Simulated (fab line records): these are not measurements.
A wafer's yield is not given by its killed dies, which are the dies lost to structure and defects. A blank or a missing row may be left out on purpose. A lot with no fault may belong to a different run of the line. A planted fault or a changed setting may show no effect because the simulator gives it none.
Which tool was responsible?    flow rit cmos    6 lots, 18 wafers sampled, at 2 steps of a route of 202

WHAT THE GAUGES SHOWED, per wafer
RIT_NSD_OVL_MEAS_06.
lot   measured     on          NSD_OVL (nm)
L771  day 3 06:16  overlay-02  1.2 -2.7 0.7
L773  day 3 18:07  overlay-02  -0.4 -1.2 0.1
L775  day 3 23:20  overlay-01  0.5 1.0 -0.4
L777  day 4 15:11  overlay-02  0.2 0.4 0.9
L779  day 4 22:50  overlay-02  1.3 1.4 1.6
L786  day 6 12:27  overlay-01  -2.1 0.6 -0.3

TOOL THAT RAN EACH LOT (tool first, then ch and the chambers of the sampled wafers, then the start)
lot   RIT_ACTIVE_EXPOSE_08
L771  iline stepper-01 ch 0, day 1 20:35
L773  iline stepper-01 ch 0, day 2 05:11
L775  iline stepper-02 ch 0, day 2 15:12
L777  iline stepper-01 ch 0, day 3 01:02
L779  iline stepper-01 ch 0, day 3 11:17
L786  iline stepper-01 ch 0, day 5 00:44
- RIT_ACTIVE_EXPOSE_08: exposes mask M1, target cd 1400 nm.

THE ANSWER, worked out from the rows above alone
Rule: the lots themselves supply what counts as usual. The widest of any qualifying gaps counts: lots, ordered by their means at a reading, are off when they make up no more than a third of the lots, leave a main group of 4 or more, and stand apart from it by 3 or more times the standard deviation of that group's means. If all means in a main group match to the digits the tables above print for the reading, that group is not used. A lot without any number at a reading at which 4 lots or more have one is off too. The other lots that the step has rows for count as sound.
No lot is off at any reading shown: from this, nothing can be told.

WHAT THE SIMULATOR HAD PUT IN
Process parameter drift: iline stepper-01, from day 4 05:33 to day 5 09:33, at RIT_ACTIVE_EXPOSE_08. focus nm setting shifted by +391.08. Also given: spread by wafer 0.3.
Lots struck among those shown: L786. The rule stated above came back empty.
